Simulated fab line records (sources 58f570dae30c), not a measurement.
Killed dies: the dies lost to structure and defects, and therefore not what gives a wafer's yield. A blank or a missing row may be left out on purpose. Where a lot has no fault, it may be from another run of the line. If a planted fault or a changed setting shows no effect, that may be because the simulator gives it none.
Commonality check across tools    flow berkeley cmos170    Sampled: 14 lots, 48 wafers

== WHY THIS WAS OPENED ==
Of 14 lots, 2 have the reading NLDD_TW flagged at UCB170_NLDD_TW_MEAS_11. Fault-free wafers read 2234, with a standard deviation of 13.
Rule: a lot gets a flag if all its wafers with a number sit over 4 standard deviations from that mean, or if no wafer of it has a number. As for the other lots, they are considered sound.

lot   measured      on             NLDD_TW, wafer by wafer        flag
L132  day 6 20:39   film metro-04  2253 2255 2251                 
L133  day 7 02:40   film metro-01  2223 2229 2232                 
L135  day 7 13:37   film metro-03  2225 2223 2219                 
L134  day 7 13:44   film metro-04  2259 2245 2255                 
L138  day 7 13:54   film metro-03  2220 2235 2226                 
L141  day 7 23:34   film metro-01  2252 2246 2249                 
L142  day 8 11:56   film metro-04  2062 2065 2069 2066 2071 2056  FLAGGED
L143  day 8 18:55   film metro-01  2034 2027 2021 2025 2034 2030  FLAGGED
L145  day 9 06:01   film metro-03  2221 2231 2232                 
L146  day 9 10:34   film metro-01  2232 2214 2226                 
L147  day 9 12:01   film metro-03  2222 2231 2222                 
L148  day 9 12:18   film metro-03  2228 2221 2221                 
L149  day 10 02:06  film metro-03  2225 2235 2236                 
L150  day 10 08:31  film metro-04  2250 2249 2241                 
The mean of the flagged lots' numbers is 2047, -187 from the usual (-14 standard deviations).

== LOT BY LOT: THE TOOL USED ==
The record holds 2 process steps before the reading, out of a route of 331 steps. Read each cell as the tool, then ch plus the chambers that the sampled wafers visited, then the start.
lot   flag     UCB170_GATE_ETCH_14                UCB170_NLDD_IMPLANT_08
L132           rie diel-01 ch 0,2,3, day 6 15:42  implanter-01 ch 0, day 6 20:16
L133           rie diel-04 ch 1,2,3, day 6 22:43  implanter-03 ch 0, day 7 02:16
L135           rie diel-03 ch 0,3, day 7 06:22    implanter-03 ch 0, day 7 13:13
L134           rie diel-01 ch 1,2,3, day 7 06:56  implanter-02 ch 0, day 7 13:20
L138           rie diel-03 ch 0,3, day 7 08:25    implanter-03 ch 0, day 7 13:30
L141           rie diel-01 ch 0,2,3, day 7 18:27  implanter-01 ch 0, day 7 23:10
L142  FLAGGED  rie diel-03 ch 0,1,2, day 8 06:02  implanter-01 ch 0, day 8 11:32
L143  FLAGGED  rie diel-03 ch 1,2, day 8 13:31    implanter-01 ch 0, day 8 18:31
L145           rie diel-04 ch 1,2, day 8 22:26    implanter-03 ch 0, day 9 05:38
L146           rie diel-04 ch 2,3, day 8 22:57    implanter-02 ch 0, day 9 10:10
L147           rie diel-04 ch 1,2, day 9 06:20    implanter-02 ch 0, day 9 11:37
L148           rie diel-03 ch 0,2,3, day 9 06:31  implanter-03 ch 0, day 9 11:52
L149           rie diel-03 ch 2,3, day 9 22:28    implanter-02 ch 0, day 10 01:42
L150           rie diel-01 ch 0,1, day 10 04:29   implanter-02 ch 0, day 10 08:07
What is done by these steps:
- UCB170_GATE_ETCH_14: etches BARC in N2/H2.
- UCB170_NLDD_IMPLANT_08
- UCB170_NLDD_TW_MEAS_11

== FLAGGED OVER TOTAL, TOOL BY TOOL (the gauges that took the reading come last) ==
step                    tool           lots run  flagged  share of the flagged lots  sound lots run after its first flagged lot
UCB170_GATE_ETCH_14     rie diel-01    4         0        none                       -
UCB170_GATE_ETCH_14     rie diel-03    6         2        all                        2 (L148,L149)
UCB170_GATE_ETCH_14     rie diel-04    4         0        none                       -
UCB170_NLDD_IMPLANT_08  implanter-01   4         2        all                        0
UCB170_NLDD_IMPLANT_08  implanter-02   5         0        none                       -
UCB170_NLDD_IMPLANT_08  implanter-03   5         0        none                       -
UCB170_NLDD_TW_MEAS_11  film metro-01  4         1        some                       1 (L146)
UCB170_NLDD_TW_MEAS_11  film metro-03  6         0        none                       -
UCB170_NLDD_TW_MEAS_11  film metro-04  4         1        some                       1 (L150)

== WHAT THE TABLE PERMITS ==
Rows of the table that ran all the flagged lots, 2 in number: rie diel-03 at UCB170_GATE_ETCH_14; implanter-01 at UCB170_NLDD_IMPLANT_08.
- rie diel-03 at UCB170_GATE_ETCH_14: 2 of its 6 lots flagged. After the first flagged lot (L148, L149), sound lots still ran on it; a lasting fault on the whole tool would not permit that.
- implanter-01 at UCB170_NLDD_IMPLANT_08: 2 of its 4 lots flagged. A fault beginning between L141 (day 7 23:10), its last sound lot, and L142 (day 8 11:32), its first flagged one, fits the data. Its own readings (dose ions cm2, faraday current uA) fall more than 4 standard deviations out on all wafers of the flagged lots.
Left over: one tool, implanter-01 at UCB170_NLDD_IMPLANT_08.

== WHAT THE SIMULATOR HAD INSERTED ==
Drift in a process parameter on implanter-01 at UCB170_NLDD_IMPLANT_08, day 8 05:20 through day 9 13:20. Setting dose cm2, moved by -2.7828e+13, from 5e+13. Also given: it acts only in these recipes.
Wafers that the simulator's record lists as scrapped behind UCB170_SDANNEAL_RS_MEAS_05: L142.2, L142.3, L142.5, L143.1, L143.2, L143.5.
Shown lots that were struck: L142, L143. The rule above reached the same finding.
